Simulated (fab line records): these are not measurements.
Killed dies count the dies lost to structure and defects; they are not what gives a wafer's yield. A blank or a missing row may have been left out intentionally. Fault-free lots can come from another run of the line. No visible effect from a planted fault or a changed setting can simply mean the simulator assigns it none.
Split-lot study -- flow berkeley cmos170 -- 5 lots, 23 wafers read, on a route of 331 steps

== SPLIT DETAILS ==
At UCB170_V1_PEB_10, the setting peb temp c was moved away from the recipe's 130 C on 9 of the 23 wafers read, by -2.9% to +1.9%. For the rest of the wafers, this setting stayed at what the recipe calls for.

== FROM THE SPLIT TO THE READING: what the file shows between them, 4 steps ==
- UCB170_V1_DEVELOP_11: develop time 45 s
- UCB170_V1_CD_MEAS_12: target cd 700 nm
- UCB170_V1_ETCH_14: etches SiO2 in CHF3/CF4/Ar, stops on Al, target depth 1250 nm, time 291 s
- UCB170_V1_STRIP_15: strips in O2

== THE READING ==
At UCB170_V1_CD_MEAS_90: cd nm in nanometres, against a target cd of 700 nm. On this fab line, fault-free wafers typically give 700.2 nm with a standard deviation of 1.4 nm.

wafer,"tool, chamber at the split","peb temp c as run, C",against the recipe,"cd nm, nm",against lot-mates on the recipe
L074.1,"litho track-02, 0",126.2,-2.9%,668.8,-30.4
L074.3,"litho track-02, 0",130,recipe,700.2,-
L074.4,"litho track-02, 0",130,recipe,698.0,-
L074.5,"litho track-02, 0",130,recipe,699.4,-
L074.6,"litho track-02, 0",126.2,-2.9%,670.5,-28.7
L076.2,"litho track-01, 0",130,recipe,699.2,-
L076.3,"litho track-01, 0",128.7,-1.0%,690.9,-8.8
L076.4,"litho track-01, 0",130,recipe,701.0,-
L076.5,"litho track-01, 0",130,recipe,699.0,-
L076.6,"litho track-01, 0",128.7,-1.0%,689.5,-10.2
L075.1,"litho track-03, 0",127.7,-1.8%,681.0,-16.6
L075.3,"litho track-03, 0",130,recipe,698.1,-
L075.4,"litho track-03, 0",127.7,-1.8%,680.0,-17.6
L075.5,"litho track-03, 0",127.7,-1.8%,682.2,-15.4
L075.6,"litho track-03, 0",130,recipe,697.1,-
L081.2,"litho track-02, 0",130,recipe,700.1,-
L081.3,"litho track-02, 0",130,recipe,699.2,-
L081.4,"litho track-02, 0",130,recipe,698.8,-
L085.1,"litho track-01, 0",130,recipe,701.3,-
L085.2,"litho track-01, 0",132.5,+1.9%,715.2,+14.1
L085.3,"litho track-01, 0",132.5,+1.9%,714.9,+13.8
L085.4,"litho track-01, 0",130,recipe,700.8,-
L085.6,"litho track-01, 0",130,recipe,701.3,-

THE FIT
A straight line over all 23 wafers: cd nm changes by +9.64 nm for each +1% of peb temp c; r = +0.99; the points scatter about the line by 1.5 nm.
The same after taking each lot's own level away (the mean of its wafers on the recipe; 23 wafers): +9.11 nm for each +1%; r = +0.99; scatter 1.5 nm.
Per that fit: largest peb temp c move, reading shift of 27 nm.
From 697.60 to 701.13 nm: that is the span of the lots' own levels, equal to 2.5 times the standard deviation above.
The two slopes are in agreement: the lot-to-lot level therefore moves the slope only a little.
Check: with one of the wafers moved furthest among these (-2.9%) left out of the fit, the line predicts -26.3 nm for it against its lot-mates. Against them it came out at -30.4 nm.

== FURTHER SPLITS ON THESE WAFERS ==
Before the reading, these wafers also passed through other splits. Each is held against what the fit with the lots' levels taken away leaves over:
other split on the same wafers,wafers away from the commonest value,r with cd nm (lot level and that fit taken away)
UCB170_CONTACT_ETCH_17 bias w,6,-0.05

== THE WHOLE CHAIN: every reading that the file lists as answering this split, in the file's order ==
step,what it does,reading,change (the file's fit),r (the file's)
UCB170_V1_CD_MEAS_12,target cd 700 nm,cd nm,+9.29 nm for each +1% of the setting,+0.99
UCB170_V1_ETCH_14,"etches SiO2 in CHF3/CF4/Ar, stops on Al, target depth 1250 nm, time 291 s","V1.cd nm (the simulator's own value, which no gauge read)",+9.32 nm for each +1% of the setting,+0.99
UCB170_V1_CD_MEAS_90,target cd 700 nm,cd nm,+9.28 nm for each +1% of the setting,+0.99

== THE FILE'S OWN FIT ==
cd nm changes by +9.28 nm for each +1% of peb temp c, r = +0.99.
